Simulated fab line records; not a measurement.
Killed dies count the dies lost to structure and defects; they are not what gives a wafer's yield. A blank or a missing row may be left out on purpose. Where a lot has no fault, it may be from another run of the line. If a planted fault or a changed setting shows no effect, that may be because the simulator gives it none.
Which of the tools did it? || flow rit_cmos || 7 lots, 21 wafers sampled, at 2 steps of a route of 202

WHAT EACH GAUGE READ, for each wafer
RIT_REOX_THK_MEAS_04.
{"lot": "L501", "measured": "day 3 03:56", "on": "film_metro-04", "REOX_OXIDE_THK (nm)": "25.3 24.9 24.7"}
{"lot": "L504", "measured": "day 3 20:58", "on": "film_metro-04", "REOX_OXIDE_THK (nm)": "25.3 25.2 24.8"}
{"lot": "L506", "measured": "day 4 05:53", "on": "film_metro-03", "REOX_OXIDE_THK (nm)": "25.7 25.9 25.8"}
{"lot": "L508", "measured": "day 4 18:48", "on": "film_metro-03", "REOX_OXIDE_THK (nm)": "25.7 25.5 25.2"}
{"lot": "L510", "measured": "day 5 09:52", "on": "film_metro-02", "REOX_OXIDE_THK (nm)": "25.4 25.6 25.4"}
{"lot": "L515", "measured": "day 6 10:02", "on": "film_metro-04", "REOX_OXIDE_THK (nm)": "24.8 25.4 24.9"}
{"lot": "L522", "measured": "day 7 18:29", "on": "film_metro-02", "REOX_OXIDE_THK (nm)": "25.8 25.4 25.3"}

TOOL THAT RAN EACH LOT (tool first, then ch and the chambers of the sampled wafers, then the start)
{"lot": "L501", "RIT_REOX_OXIDATION_03": "furnace-04 ch 0, day 3 01:23"}
{"lot": "L504", "RIT_REOX_OXIDATION_03": "furnace-04 ch 0, day 3 18:24"}
{"lot": "L506", "RIT_REOX_OXIDATION_03": "furnace-04 ch 0, day 4 03:20"}
{"lot": "L508", "RIT_REOX_OXIDATION_03": "furnace-01 ch 0, day 4 16:15"}
{"lot": "L510", "RIT_REOX_OXIDATION_03": "furnace-03 ch 0, day 5 07:19"}
{"lot": "L515", "RIT_REOX_OXIDATION_03": "furnace-04 ch 0, day 6 07:29"}
{"lot": "L522", "RIT_REOX_OXIDATION_03": "furnace-03 ch 0, day 7 15:55"}
- RIT_REOX_OXIDATION_03: target thk 25.2 nm, ox time 5580 s.

THE ANSWER, worked out from the rows above alone
Rule: usual is defined by the lots themselves. The widest of any qualifying gaps counts: lots, ordered by their means at a reading, are off when they make up no more than a third of the lots, leave a main group of 4 or more, and stand apart from it by 3 or more times the standard deviation of that group's means. A main group is skipped when, at the precision printed for the reading in the tables above, its means are all equal. Also off: a lot with no number at a reading for which 4 or more lots have one. Where the step has rows for the other lots, those lots are counted as sound.
None of the lots is off at any reading shown; this tells nothing.

WHAT WAS PUT IN BY THE SIMULATOR
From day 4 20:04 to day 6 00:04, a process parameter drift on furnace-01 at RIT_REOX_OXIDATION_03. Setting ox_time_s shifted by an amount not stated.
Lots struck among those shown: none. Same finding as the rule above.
